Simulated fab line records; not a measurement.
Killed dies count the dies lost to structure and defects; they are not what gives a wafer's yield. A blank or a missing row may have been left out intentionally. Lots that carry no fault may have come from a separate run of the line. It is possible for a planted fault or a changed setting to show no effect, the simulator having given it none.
fab line records    flow berkeley_cmos170
record lots=5  wafers=15  last_day=12
route steps=331 shown WELLDRIVE@58 ACTIVE@60 M3@331
lots that met no fault: taken from a fault-free run of the same line
start_h: hours from the record's opening day to when the first of the lot's shown wafers began    wait_h: how many hours have passed since the lot's step before this one    " unchanged from the row above    L1.1+2: one row covering several wafers at once    - no value, or no start was given    * or withheld: withheld    < > ~ a bound
route shown NAME@n: names a module that has steps shown in the file, with the first one's number in the route    usual: mean and standard deviation over wafers with no fault    same: alike in all rows    chamber/n: place in a boat    sites: each site's reading    _std_site: standard deviation across them    _edge_site: mean of outer sites minus mean of inner sites    radius_mm: how far each site lies from the wafer's centre    mask NAME#n: copy n    behind: tool/chamber where the wafer was last shaped    hold: cause of the lot's hold/its duration in hours/its outcome    device: whichever transistor did not switch (one of n, p or np)    end of line: tests of these same wafers at the route's end    step lacking rows: just its recipe    killed: dies that structure and defects cost at the first sort, which is not the same as the wafer's yield    map: per-die view of a wafer (x killed, . not killed, _ where there is no die)
set.NAME: the setting the step ran with; set.NAME@STEP: the setting that earlier step ran with    model.NAME: the simulator's own value behind a step, which no gauge read
lots at selected steps of the route; one table per step, one row per wafer
services: from which hour (start_h, from the record's first day; less than 0 if before it) a tool's chamber was out of use, for how many hours, and why
## steps
# step UCB170_WELLDRIVE_ANNEAL_03
# recipe temp_c=1100  time_s=900  ambient=N2
# step UCB170_WELLDRIVE_WET_ETCH_04
# recipe chemistry=BOE  dilution=5:1  target=SiO2  temp_c=25  time_s=120
# step UCB170_ACTIVE_CLEAN_00
# recipe chemistry=SPM  temp_c=120  time_s=600
# step UCB170_ACTIVE_CLEAN_01
# recipe chemistry=dHF  dilution=25:1  time_s=60
# step UCB170_ACTIVE_OXIDATION_02
# recipe temp_c=1000  ambient=O2  target_thk_a=264  ox_time_s=1260
# step UCB170_ACTIVE_THK_MEAS_03
# recipe reads=SiO2_of_ACTIVE_OXIDATION_02
# usual ACTIVE_OXIDE_THK=26.5/0.5
lot.wafer  tool           chamber  start_h  wait_h  ACTIVE_OXIDE_THK[nm]
L381.1     film_metro-01  -        84.55    0.0     27.6
L381.4     "              -        "        "       27.3
L381.5     "              -        "        "       27.3
L385.2     film_metro-03  -        110.50   0.0     25.9
L385.5     "              -        "        "       26.1
L385.6     "              -        "        "       26.1
L394.1     film_metro-04  -        147.24   0.0     26.2
L394.3     "              -        "        "       26.4
L394.4     "              -        "        "       26.0
L398.3     film_metro-04  -        166.40   0.0     27.2
L398.4     "              -        "        "       26.8
L398.5     "              -        "        "       26.8
L401.1     film_metro-04  -        188.06   0.0     26.4
L401.2     "              -        "        "       26.3
L401.4     "              -        "        "       26.3
# step UCB170_ACTIVE_ANNEAL_04
# recipe temp_c=1000  time_s=900  ambient=N2
# step UCB170_ACTIVE_CVD_05
# recipe material=Si3N4  target_thk_nm=220  temp_c=800  precursor=SiH2Cl2/NH3  time_s=3300  pressure_mtorr=200  sih2cl2_flow_sccm=25  nh3_flow_sccm=76.83
# step UCB170_ACTIVE_THK_MEAS_06
# recipe reads=Si3N4_of_ACTIVE_CVD_05
# usual ACTIVE_NITRIDE_THK=223.2/2.4
lot.wafer  tool           chamber  start_h  wait_h  ACTIVE_NITRIDE_THK[nm]
L381.1     film_metro-01  -        93.19    0.0     219.3
L381.4     "              -        "        "       221.8
L381.5     "              -        "        "       222.2
L385.2     film_metro-04  -        116.42   0.0     219.8
L385.5     "              -        "        "       222.4
L385.6     "              -        "        "       221.3
L394.1     film_metro-04  -        151.91   0.0     222.5
L394.3     "              -        "        "       224.2
L394.4     "              -        "        "       222.5
L398.3     film_metro-01  -        173.08   0.0     223.3
L398.4     "              -        "        "       222.1
L398.5     "              -        "        "       222.6
L401.1     film_metro-01  -        196.23   0.0     222.8
L401.2     "              -        "        "       223.0
L401.4     "              -        "        "       223.3
# step UCB170_ACTIVE_HMDS_07
# recipe prime_time_s=60  prime_temp_c=100
# step UCB170_ACTIVE_COAT_08
# recipe resist=KrF  spin_rpm=1500  resist_thk_nm=900
# step UCB170_ACTIVE_SOFTBAKE_09
# recipe resist=KrF  temp_c=130  time_s=60
# step UCB170_ACTIVE_EXPOSE_10
# recipe mask_id=ACTIVE  target_cd_nm=1200  na=0.5  sigma_outer=0.6  source_shape=conventional  dose_mj=20
lot.wafer   tool            chamber  start_h  wait_h  mask
L381.1+4+5  krf_scanner-02  0        93.88    0.2     ACTIVE#0
L385.2+5+6  krf_scanner-01  0        117.30   0.5     ACTIVE_R1#0
L394.1+3+4  krf_scanner-02  0        152.42   0.1     ACTIVE#0
L398.3+4+5  krf_scanner-02  0        173.69   0.1     ACTIVE#0
L401.1+2+4  krf_scanner-01  0        196.74   0.1     ACTIVE#0
# step UCB170_ACTIVE_PEB_11
# recipe peb_temp_c=130  peb_time_s=withheld  resist=KrF
# step UCB170_ACTIVE_DEVELOP_12
# recipe developer=TMAH  develop_time_s=45  resist=KrF  dev_temp_c=21
# step UCB170_ACTIVE_CD_MEAS_13
# recipe target_cd_nm=1200
# usual cd_nm=1200.1/1.2
lot.wafer  tool       chamber  start_h  wait_h  cd_nm
L381.1     cd_sem-02  -        94.48    -       1201.3
L381.4     "          -        "        "       1201.0
L381.5     "          -        "        "       1200.6
L385.2     cd_sem-01  -        117.69   -       1381.5
L385.5     "          -        "        "       1380.1
L385.6     "          -        "        "       1380.6
L394.1     cd_sem-02  -        152.84   -       1198.3
L394.3     "          -        "        "       1198.0
L394.4     "          -        "        "       1198.3
L398.3     cd_sem-01  -        174.42   -       1198.3
L398.4     "          -        "        "       1197.9
L398.5     "          -        "        "       1199.5
L401.1     cd_sem-01  -        197.13   -       1199.9
L401.2     "          -        "        "       1201.5
L401.4     "          -        "        "       1202.3
# step UCB170_ACTIVE_OVL_MEAS_14
# usual ACTIVE_OVL=-3/4.7
lot.wafer  tool        chamber  start_h  wait_h  ACTIVE_OVL[nm]
L381.1     overlay-01  -        94.60    0.1     -2
L381.4     "           -        "        "       -8
L381.5     "           -        "        "       -1
L385.2     overlay-01  -        117.80   0.1     -9
L385.5     "           -        "        "       -9
L385.6     "           -        "        "       -8
L394.1     overlay-01  -        152.96   0.1     8
L394.3     "           -        "        "       3
L394.4     "           -        "        "       6
L398.3     overlay-01  -        174.51   0.1     0
L398.4     "           -        "        "       2
L398.5     "           -        "        "       2
L401.1     overlay-01  -        197.25   0.1     0
L401.2     "           -        "        "       -2
L401.4     "           -        "        "       -3
# step UCB170_ACTIVE_ETCH_15
# recipe chemistry=CH3F/Ar/O2  target=Si3N4  stop_on=SiO2  CH3F_flow_sccm=20  Ar_flow_sccm=50  O2_flow_sccm=7  pressure_mtorr=50  rf_w=450  target_depth_a=2420  over_etch_frac=0.09448  time_s=151
# usual drypump_motor_current_A=5.7/0.38  oes_product_au=0.952/0.019  throttle_valve_pct=8.11/0.13
lot.wafer  tool         chamber  start_h  wait_h  drypump_motor_current_A  oes_product_au  rf_hours_counter_h  throttle_valve_pct  model.ACTIVE.cd_nm
L381.1     rie_diel-02  0        94.64    0.0     5.2                      0.906           73                  8.10                1201
L381.4     "            3        "        "       5.8                      0.955           83                  8.04                1201
L381.5     "            0        "        "       5.2                      0.930           -                   8.09                1201
L385.2     rie_diel-01  3        117.83   0.0     6.4                      0.958           52                  8.19                1381
L385.5     "            2        "        "       5.9                      0.943           -                   8.06                1380
L385.6     "            1        "        "       5.7                      0.970           -                   8.32                1381
L394.1     rie_diel-03  1        153.00   0.0     5.4                      0.980           11                  7.86                -
L394.3     "            2        "        "       5.6                      0.956           2                   8.24                1198
L394.4     "            0        "        "       5.5                      0.937           75                  8.18                1199
L398.3     rie_diel-01  0        174.54   0.0     5.9                      0.934           113                 8.17                1199
L398.4     "            3        "        "       6.4                      0.961           54                  8.19                1198
L398.5     "            0        "        "       5.9                      0.928           -                   8.18                1200
L401.1     rie_diel-03  2        197.29   0.0     5.5                      0.949           3                   8.24                1200
L401.2     "            0        "        "       5.6                      0.942           76                  8.18                1202
L401.4     "            3        "        "       5.1                      0.942           141                 8.13                1202
# step UCB170_ACTIVE_STRIP_16
# recipe chemistry=O2  power_w=400  pressure_mtorr=3500  platen_temp_c=withheld  o2_flow_sccm=400  overash_fraction=0.5
# usual drypump_motor_current_A=5.9/0.35  oes_product_au=0.721/0.0046  strip_time_to_endpoint_s=18.11/0.13
lot.wafer  tool             chamber  start_h  wait_h  drypump_motor_current_A  oes_product_au  rf_hours_counter_h  strip_time_to_endpoint_s
L381.1     plasma_asher-03  1        94.74    0.1     5.8                      0.720           39                  18.21
L381.4     "                1        "        "       5.8                      0.716           -                   18.02
L381.5     "                0        "        "       5.7                      0.720           -                   18.13
L385.2     plasma_asher-02  1        117.93   0.1     5.7                      0.725           40                  18.01
L385.5     "                0        "        "       5.6                      0.719           -                   18.06
L385.6     "                1        "        "       5.7                      0.719           -                   17.87
L394.1     plasma_asher-01  1        153.10   0.1     5.9                      0.727           36                  18.12
L394.3     "                0        "        "       6.6                      0.717           -                   18.20
L394.4     "                1        "        "       5.9                      0.717           -                   18.32
L398.3     plasma_asher-02  0        174.67   0.1     5.6                      0.723           -                   17.97
L398.4     "                1        "        "       5.7                      0.714           -                   17.94
L398.5     "                0        "        "       5.6                      0.721           -                   17.99
L401.1     plasma_asher-01  0        197.39   0.1     6.6                      0.713           40                  18.07
L401.2     "                1        "        "       5.9                      0.716           40                  18.03
L401.4     "                0        "        "       6.6                      0.720           -                   18.21
# step UCB170_M3_PROBE_99
lot.wafer  tool       chamber  start_h  wait_h  model.etest.pldd.line_ohm_um  model.etest.nldd.line_ohm_um  model.etest.pplus_sal.width_nm  model.etest.nplus_sal.width_nm  model.etest.pldd.width_nm  model.etest.nldd.width_nm  model.etest.nmos_narrow.drive_ua_um  model.etest.pmos_narrow.drive_ua_um
L381.1     prober-02  -        190.32   0.1     1763                          1240                          738.2                           739.7                           622.4                      618.8                      366.1                                147.5
L381.4     prober-02  -        190.47   0.2     1751                          1235                          723                             721.7                           638                        635.2                      378.1                                151
L381.5     prober-02  -        190.52   0.2     1753                          1231                          707.5                           709                             628.3                      630.1                      371.9                                150.2
L385.2     prober-01  -        222.88   0.4     1382                          987.1                         911.1                           910.9                           796.6                      794.5                      441.4                                174.8
L385.5     prober-01  -        223.03   0.4     1256                          995.7                         930.5                           931.1                           804.4                      797.5                      443.4                                180.6
L385.6     prober-01  -        223.08   0.5     1297                          981.8                         932.6                           930.8                           805.3                      798.6                      446.2                                175.4
L394.1     prober-02  -        245.02   0.1     1814                          1263                          691.3                           689                             613.1                      613.5                      357.7                                146.1
L394.3     prober-02  -        245.12   0.2     1710                          1238                          725.6                           721.7                           613.1                      608.2                      370.4                                146.3
L398.3     prober-01  -        271.40   0.2     1852                          1296                          697.8                           702.2                           595.1                      597                        363.6                                140.6
L398.4     prober-01  -        271.45   0.2     1823                          1277                          693.6                           694.9                           603.3                      603.5                      368.2                                141.7
L398.5     prober-01  -        271.50   0.2     1811                          1253                          706.8                           712.7                           607.2                      606.8                      375.9                                146.6
L401.1     prober-02  -        295.78   0.1     1663                          1294                          711                             713                             588.1                      588.9                      346.8                                144.5
L401.2     prober-02  -        295.83   0.1     1888                          1296                          685.6                           687.2                           592.6                      593.6                      345.6                                139.2
# killed by level:class
L381.1 GATE:geometric_particle:short=1 GATE:geometric_particle:open=1 M2:geometric_particle:open=1
L381.4 START:geometric_particle:short=1 GATE:geometric_particle:open=1
L381.5 START:geometric_particle:short=1 SACOX:geometric_particle:open=1 GATE:geometric_particle:open=1 M1:geometric_particle:short=1 ACTIVE:area_etch=1
L394.1 GATE:geometric_particle:open=1 GATE:geometric_particle:short=1 V1:geometric_particle:short=1
L394.3 START:geometric_particle:open=2 GATE:geometric_particle:short=2 SPACER:geometric_particle:short=1 PWELL:area_etch=1
L398.3 START:geometric_particle:short=1 FIELD:geometric_particle:open=1 GATE:geometric_particle:short=1 SPACER:geometric_particle:short=1 CONTACT:geometric_particle:open=1 M1:geometric_particle:short=1
L398.4 GATE:geometric_particle:open=1 M2:geometric_particle:short=1 M3:geometric_particle:short=1
L398.5 M2:geometric_particle:short=1
L401.1 SPACER:geometric_particle:short=1 SPACER:geometric_particle:open=1 V1:geometric_particle:open=1
L401.2 ACTIVE:area_etch=3 SPACER:geometric_particle:open=1
## services
tool             chamber  start_h  hours  kind
krf_scanner-01   -        77.07    0.8    pm
rie_diel-03      2        82.93    -      clean
rie_diel-03      2        82.93    15.6   scheduled_down
rie_diel-03      2        82.93    15.6   vent_cycle
plasma_asher-02  -        106.65   0.3    repair
krf_scanner-02   -        126.43   1.3    pm
rie_diel-03      0        143.74   3.4    repair
krf_scanner-01   -        146.86   4.4    pm
rie_diel-03      -        160.25   2.2    repair
krf_scanner-02   -        161.59   1.0    pm
krf_scanner-01   -        164.61   1.0    pm
rie_diel-02      2        196.61   -      clean
rie_diel-02      2        196.61   15.1   scheduled_down
rie_diel-02      2        196.61   15.1   vent_cycle
## key
first_sign step=UCB170_ACTIVE_EXPOSE_10  reading=mask  direction=changed
effect step=UCB170_ACTIVE_CD_MEAS_13  reading=cd_nm  direction=up  sigmas=99+  usual=1200.1  struck=1380.7
model_effect step=UCB170_ACTIVE_ETCH_15  value=ACTIVE.cd_nm  without=1201  struck=1381
model_effect step=UCB170_M3_PROBE_99  value=etest.pldd.line_ohm_um  without=1683  struck=1312
met_at UCB170_ACTIVE_EXPOSE_10
struck_wafers L385.2,L385.5,L385.6
sort_left_out L385.2,L385.5,L385.6
tester_left_out L385
fault kind=wrong_mask  tool=any  chamber=-  onset_h=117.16  steps=UCB170_ACTIVE_EXPOSE_10  aux_copy=ACTIVE_R1#0  cd_offset_nm=180  scope=struck_lots_only
# tester_left_out: of these lots the tester's yield and bins aren't shown, on N5 and GAA mostly nor the transistor test; their killed dies are dies lost to structure and defects alone, not to doping, threshold or leakage, so they don't give the yield
# sort_left_out: the simulated sort isn't trusted on such a fault, so these wafers' sort isn't shown, and their yield isn't known
